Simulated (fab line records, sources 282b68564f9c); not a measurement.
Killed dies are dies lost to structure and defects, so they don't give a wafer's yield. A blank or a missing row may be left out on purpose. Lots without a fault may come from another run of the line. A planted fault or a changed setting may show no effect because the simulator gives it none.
A struck lot beside a sound one | flow rit_cmos | 17 steps out of a route of 202
Sound: wafers L938.1, L938.2, L938.6. Struck: wafers L930.1, L930.2, L930.6. The cause comes at the end.
At each step with rows: each side's tool, then ch and its chambers, then its first start. Under that, the readings that differ: sound wafers | struck wafers | difference of the means | sigmas: that difference in standard deviations of wafers without a fault.
alike: readings whose means differ by less than 2 such deviations, and words and numbers that are the same on both sides. not compared: withheld readings, readings that some wafer has no value for, bounds like >300 that may hide the same value, and numbers for which the record gives no deviation and whose values overlap.
The two part at a step that has a row with sigmas, a row that says differs or no value, or rows on one side only. Numbers that don't overlap but have no deviation are shown without sigmas and don't part them. A reading that every wafer of one side lacks parts them only if that side has two wafers or more.

RIT_NWELL_TW_MEAS_10:
  sound on film_metro-01, day 5 23:25; struck on film_metro-02, day 4 01:48
  reading  | sound          | struck         | difference | sigmas
  NWELL_TW | 2104 2111 2120 | 2166 2159 2161 | +50        | +3
then, 6 steps without rows for these wafers: RIT_PWELL_HMDS_00 (prime time 60 s); RIT_PWELL_COAT_01 (resist thk 1300 nm); RIT_PWELL_SOFTBAKE_02 (time 60 s); RIT_PWELL_EXPOSE_03 (exposes mask M3, target cd 43700 nm); RIT_PWELL_PEB_04; RIT_PWELL_DEVELOP_05 (develop time 68 s).
RIT_PWELL_OVL_MEAS_06:
  sound on overlay-01, day 6 00:28; struck on overlay-02, day 4 02:44
  alike: PWELL_OVL
then, 2 steps without rows for these wafers: RIT_PWELL_HARDBAKE_07 (time 120 s); RIT_PWELL_IMPLANT_08.
RIT_PWELL_STRIP_09: strips in O2, time 180 s.
  sound on plasma_asher-02 ch 0,1, day 6 00:55; struck on plasma_asher-02 ch 0,1, day 4 03:11
  alike: drypump_motor_current_A
  not compared: rf_hours_counter_h
RIT_PWELL_TW_MEAS_10:
  sound on film_metro-01, day 6 01:05; struck on film_metro-01, day 4 03:21
  alike: PWELL_TW
RIT_WELLDRIVE_ANNEAL_00: time 14700 s.
  sound on furnace-03 ch 0, day 6 02:59; struck on furnace-04 ch 0, day 4 05:47
  reading          | sound             | struck            | difference | sigmas
  run_length_s (s) | 18252 18252 18252 | 12385 12385 12385 | -5867      | -99 or more
  alike: zone_power_source_pct
RIT_WELLDRIVE_RS_MEAS_01: measures by four-point-probe.
  sound on film_metro-04, day 6 08:04; struck on film_metro-01, day 4 10:52
  reading           | sound             | struck            | difference | sigmas
  NWELL_RS (ohm/sq) | 276.5 277.0 276.3 | 301.1 300.9 299.9 | +24.0      | +30
RIT_WELLDRIVE_RS_MEAS_02: measures by four-point-probe.
  sound on film_metro-04, day 6 08:11; struck on film_metro-01, day 4 10:59
  reading           | sound             | struck            | difference | sigmas
  PWELL_RS (ohm/sq) | 431.0 429.0 429.2 | 453.6 454.7 455.6 | +24.9      | +19
then, 2 steps without rows for these wafers: RIT_NRETRO_HMDS_00 (prime time 60 s); RIT_M1_PROBE_99.

WHERE THEY PART
First at RIT_NWELL_TW_MEAS_10; last, within this record, at RIT_WELLDRIVE_RS_MEAS_02.

WHY: what the simulator had put in
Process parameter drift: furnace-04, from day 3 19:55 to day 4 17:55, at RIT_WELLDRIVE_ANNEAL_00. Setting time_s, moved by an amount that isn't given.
